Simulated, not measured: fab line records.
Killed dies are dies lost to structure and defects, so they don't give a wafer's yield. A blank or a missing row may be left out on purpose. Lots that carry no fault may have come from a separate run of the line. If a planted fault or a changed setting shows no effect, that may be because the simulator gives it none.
Code-filled problem report in 8D (eight disciplines) form / flow rit_cmos / the parts of the form that need people (team, actions taken, sign-off) are left out

1. WHAT WENT WRONG
Across 2 wafers from 2 lots, M1_AL_RS at RIT_M1_RS_MEAS_01 averages 0.0542 ohm/sq, while fault-free wafers read 0.0698 ohm/sq with a standard deviation of 0.00049. Measured from the usual mean, that is -32 standard deviations.
The step: measures by four-point-probe.
The first sign was on wafer L436.1 at day 5 18:52, on film_metro-01. The record holds 36 wafers of 12 lots with a number at this step. By rule, "out" or "out of limits" means more than 4 standard deviations away from the usual mean. All remaining wafers that have a number are taken as sound.

2. WHAT IT IS AND WHAT IT IS NOT
question=which readings at this step | is=M1_AL_RS | is not=-
question=which lots | is=L436, L438 | is not=L425, L426, L428, L429, L430, L432, L435, L444, L447, L448
question=which wafers of those lots | is=L436.1, L438.1 | is not=L436.2, L436.6, L438.2, L438.5
question=read on which gauges | is=film_metro-01, film_metro-02 | is not=film_metro-04
question=when | is=from day 5 18:52 | is not=up to then (23 sound wafers); but 11 sound wafers of L438, L444, L447, L448 came after

3. THE SUSPECTS, EACH WITH WHAT RULES IT OUT
Counting: if a tool at a process step up to the reading ran every lot that is out, it stays a suspect. Sound lots after the first of them don't rule it out here, since some wafers of a struck lot are sound.
- the gauge at RIT_M1_RS_MEAS_01 has been ruled out. The wafers that are out were read on 2 gauges (film_metro-01, film_metro-02).
- plasma_asher-03 at RIT_PSD_STRIP_09 (strips in O2, time 180 s): kept. It ran every lot that is out, first L436 (day 5 10:13); its last sound lot up to then is L435 (day 5 08:11).
- pvd_sputter-03 at RIT_M1_SPUTTER_00 (material Al, target thk 400 nm, time 522.8 s): kept. It ran every lot that is out, first L436 (day 5 18:35); its last sound lot up to then is L432 (day 4 21:42).
After counting, plasma_asher-03 at RIT_PSD_STRIP_09 and pvd_sputter-03 at RIT_M1_SPUTTER_00 remain.

4. THE CAUSE (what the simulator had put in)
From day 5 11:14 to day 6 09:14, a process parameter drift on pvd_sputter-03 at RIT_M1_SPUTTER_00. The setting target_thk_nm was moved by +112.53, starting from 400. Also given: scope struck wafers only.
This tool is one of the 2 suspects left after counting.

5. THE CHAIN OF EFFECTS, in route order
Each row: a reading whose mean over the struck wafers that have a number lies more than 3 standard deviations from the usual. Scope: only readings with a usual standard deviation given in the record; hours: median across lots of the time from each lot's start at the first step in this table that gives one to its start at this step; sigmas: change in usual standard deviations.
hours=0; step=RIT_M1_RS_MEAS_01; reading=M1_AL_RS; usual=0.0698 ohm/sq; on struck wafers=0.0542; change=-0.0156; sigmas=-32
hours=4; step=RIT_M1_THK_MEAS_02; reading=M1_AL_THK; usual=412 nm; on struck wafers=530; change=+118; sigmas=+33
hours=11; step=RIT_M1_METAL_ETCH_12; reading=oes_product_au; usual=0.792 a.u.; on struck wafers=0.930; change=+0.138; sigmas=+9.9
Process steps it contains:
- RIT_M1_METAL_ETCH_12: etches Al in Cl2/BCl3, stops on SiO2, time 165 s, target depth 600 nm.

6. WHAT WOULD HAVE CAUGHT IT SOONER
The first out-of-limits reading at a measuring or inspecting step in this record came at day 5 18:52, 8 hours after the fault's start at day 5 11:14.
An alarm limit of 4 standard deviations would not have fired on the tool readings at RIT_M1_SPUTTER_00 for which the record gives a usual standard deviation, since none of them was out on any struck wafer.
Among the 2 lots that are out, L438 began RIT_M1_SPUTTER_00 on pvd_sputter-03 after day 5 18:52. A tool hold placed at that time would have kept it from harm.
